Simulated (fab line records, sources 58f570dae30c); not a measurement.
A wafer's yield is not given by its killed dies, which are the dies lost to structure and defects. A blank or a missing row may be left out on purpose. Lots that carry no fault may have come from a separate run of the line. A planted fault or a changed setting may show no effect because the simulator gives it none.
What tool caused it? -- flow berkeley_cmos170 -- 21 wafers from 7 lots sampled at 2 of the route's 331 steps

== WHAT THE GAUGES SHOWED, per wafer ==
UCB170_NSD_CD_MEAS_06 targets a cd of 1200 nm.
lot,measured,on,cd_nm (nm)
L765,day 8 11:27,cd_sem-02,1200.4 1199.4 1198.6
L767,day 9 04:12,cd_sem-02,1201.6 1200.2 1200.8
L770,day 9 04:45,cd_sem-02,1200.4 1202.3 1200.5
L768,day 9 05:00,cd_sem-02,1202.2 1201.2 1201.9
L779,day 11 17:28,cd_sem-02,1200.2 1200.7 1200.6
L783,day 12 09:29,cd_sem-01,1202.0 1202.5 1200.7
L786,day 12 14:55,cd_sem-02,1198.7 1198.7 1198.5

== WHICH TOOL RAN EACH LOT (tool, then ch and the chambers of the sampled wafers, then the start) ==
lot,UCB170_GATE_ETCH_14
L765,"rie_diel-01 ch 0,1,3, day 7 18:50"
L767,"rie_diel-03 ch 0,3, day 8 08:50"
L770,"rie_diel-03 ch 2,3, day 8 14:32"
L768,"rie_diel-03 ch 0,2,3, day 8 15:22"
L779,"rie_diel-01 ch 0,1,3, day 11 00:58"
L783,"rie_diel-04 ch 2,3, day 11 15:53"
L786,"rie_diel-04 ch 0,1,2, day 12 02:13"
- UCB170_GATE_ETCH_14: etches BARC in N2/H2.

== THE ANSWER, worked out from the rows above alone ==
Rule: the lots themselves supply what counts as usual. Put in order of their means at a reading, lots are off if they are a third of the lots or fewer, leave a main group of 4 or more, and stand apart from it by a gap of 3 or more times the standard deviation of the main group's means; of several such gaps the widest counts. A main group is skipped when, at the precision printed for the reading in the tables above, its means are all equal. A lot without any number at a reading at which 4 lots or more have one is off too. The other lots that the step has rows for count as sound.
No lot is off at any reading shown: from this, nothing can be told.

== WHAT THE SIMULATOR HAD PUT IN ==
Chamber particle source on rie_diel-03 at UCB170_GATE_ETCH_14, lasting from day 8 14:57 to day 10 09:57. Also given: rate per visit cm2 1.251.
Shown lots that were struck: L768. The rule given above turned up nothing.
